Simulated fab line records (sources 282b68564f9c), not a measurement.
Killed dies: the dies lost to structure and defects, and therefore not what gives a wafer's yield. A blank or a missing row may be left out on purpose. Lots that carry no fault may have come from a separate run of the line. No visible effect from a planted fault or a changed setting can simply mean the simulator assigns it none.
fab line records -- flow rit_cmos
record: lots: 14, wafers: 42, last_day: 7
route steps=202 shown NWELL@30 M1@202
lots untouched by any fault: they come from a run of this same line in which no faults occurred
start_h: start of the lot's first displayed wafer, in hours after the record's first day -- wait_h: hours from the lot's prior step to this one -- " the same as in the row above -- L1.1+2: a single row standing in for several wafers -- - value missing, or start not given -- * or withheld: withheld -- < > ~ a bound
route shown NAME@n: NAME is a module with steps in the file, n the number in the route of the first one -- usual: mean/standard deviation of fault-free wafers -- same: alike in all rows -- chamber/n: place in a boat -- sites: per-site readings -- _std_site: the standard deviation of these -- _edge_site: the outer-site mean with the inner-site mean subtracted -- radius_mm: for every site, how far away it sits from the centre of the wafer -- mask NAME#n: copy n -- behind: tool/chamber where the wafer was last shaped -- hold: why the lot went on hold/how many hours it stayed there/how the hold came to an end -- device: names the non-switching transistor (n, p or np) -- end of line: tests run on the same wafers once the route is complete -- a step without rows: its recipe alone -- killed: not the wafer's yield, but the dies lost to structure and defects at the first sort -- map: a wafer's dies, x killed, . not, _ none there
set.NAME: the setting the step ran with; set.NAME@STEP: the setting that earlier step ran with -- model.NAME: the simulator's own value behind a step, which no gauge read
a sample of lots followed through the steps of the route, with each step as a table and each wafer as a row
== steps ==
step: RIT_NWELL_SOFTBAKE_02
recipe: resist: NOVOLAK, temp_c: 90, time_s: 60
usual: run_length_s: 89.02/0.18
lot.wafer,tool,chamber,start_h,wait_h,run_length_s
L188.1,litho_track-02,0,21.12,0.1,89.04
L188.4,litho_track-02,0,21.12,0.1,89.07
L188.5,litho_track-02,0,21.12,0.1,89.27
L189.2,litho_track-03,0,27.63,0.1,89.35
L189.3,litho_track-03,0,27.63,0.1,89.36
L189.6,litho_track-03,0,27.63,0.1,88.96
L191.2,litho_track-03,0,35.60,0.1,89.25
L191.5,litho_track-03,0,35.60,0.1,89.37
L191.6,litho_track-03,0,35.60,0.1,89.24
L192.1,litho_track-03,0,39.66,0.1,89.04
L192.2,litho_track-03,0,39.66,0.1,89.07
L192.5,litho_track-03,0,39.66,0.1,89.11
L193.3,litho_track-03,0,44.77,0.1,89.26
L193.5,litho_track-03,0,44.77,0.1,89.08
L193.6,litho_track-03,0,44.77,0.1,89.15
L194.2,litho_track-03,0,53.13,0.1,89.17
L194.3,litho_track-03,0,53.13,0.1,89.37
L194.5,litho_track-03,0,53.13,0.1,88.99
L196.1,litho_track-04,0,63.91,0.1,88.93
L196.4,litho_track-04,0,63.91,0.1,88.67
L196.5,litho_track-04,0,63.91,0.1,88.71
L197.1,litho_track-03,0,65.88,0.1,89.25
L197.3,litho_track-03,0,65.88,0.1,89.13
L197.4,litho_track-03,0,65.88,0.1,89.01
L199.1,litho_track-03,0,78.92,0.1,100.74
L199.5,litho_track-03,0,78.92,0.1,101.02
L199.6,litho_track-03,0,78.92,0.1,100.87
L200.1,litho_track-03,0,84.78,0.1,100.82
L200.3,litho_track-03,0,84.78,0.1,100.94
L200.4,litho_track-03,0,84.78,0.1,100.84
L206.3,litho_track-02,0,110.23,0.1,89.01
L206.4,litho_track-02,0,110.23,0.1,89.19
L206.5,litho_track-02,0,110.23,0.1,89.34
L207.1,litho_track-04,0,115.67,0.1,89.00
L207.3,litho_track-04,0,115.67,0.1,88.78
L207.6,litho_track-04,0,115.67,0.1,88.67
L208.1,litho_track-04,0,122.31,0.1,88.77
L208.2,litho_track-04,0,122.31,0.1,88.83
L208.6,litho_track-04,0,122.31,0.1,88.84
L211.1,litho_track-02,0,134.56,0.1,88.96
L211.2,litho_track-02,0,134.56,0.1,89.12
L211.6,litho_track-02,0,134.56,0.1,89.08
step: RIT_M1_PROBE_99
usual: killed_at_contacts: 0.1/0.29, killed_at_front_end: 7/3, killed_dies: 7/3, killed_open: 3.2/2, killed_short: 3.5/2.1
same: gross_dies: 264, killed_at_M0_to_M3: 0, killed_at_M4_up: 0, killed_at_back_side: 0, killed_at_other: 0
lot.wafer,tool,chamber,start_h,wait_h,killed_at_contacts,killed_at_front_end,killed_dies,killed_open,killed_short
L206.3,prober-02,-,150.78,0.2,0,4,4,1,3
L206.4,prober-02,-,150.83,0.2,0,3,3,0,3
L206.5,prober-02,-,150.88,0.2,0,8,8,4,4
killed by level:class
L206.3 GATE:geometric_particle:short=2 REOX:geometric_particle:open=1 REOX:geometric_particle:short=1
L206.4 FOX1:geometric_particle:short=2 SPACER:geometric_particle:short=1
L206.5 REOX:geometric_particle:open=2 SPACER:geometric_particle:short=2 FOX1:geometric_particle:open=1 FOX2:geometric_particle:open=1 GATE:geometric_particle:short=1 SILICIDE:geometric_particle:short=1
== key ==
first_sign: step: RIT_NWELL_SOFTBAKE_02, reading: run_length_s, direction: up, sigmas: 65, usual: *, struck: *
effect none on later readings
met_at RIT_NWELL_SOFTBAKE_02
struck_lots L199,L200
tester_left_out L199,L200
onset_between 65.88 78.92
fault: kind: process_parameter_drift, tool: litho_track-03, chamber: -, onset_h: 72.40, steps: RIT_NWELL_SOFTBAKE_02, channel: time_s, offset: *, shape: step, end_h: 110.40, acts_in: *, stated: *
tester_left_out: of these lots the tester's yield and bins aren't shown, on N5 and GAA mostly nor the transistor test; their killed dies are dies lost to structure and defects alone, not to doping, threshold or leakage, so they don't give the yield
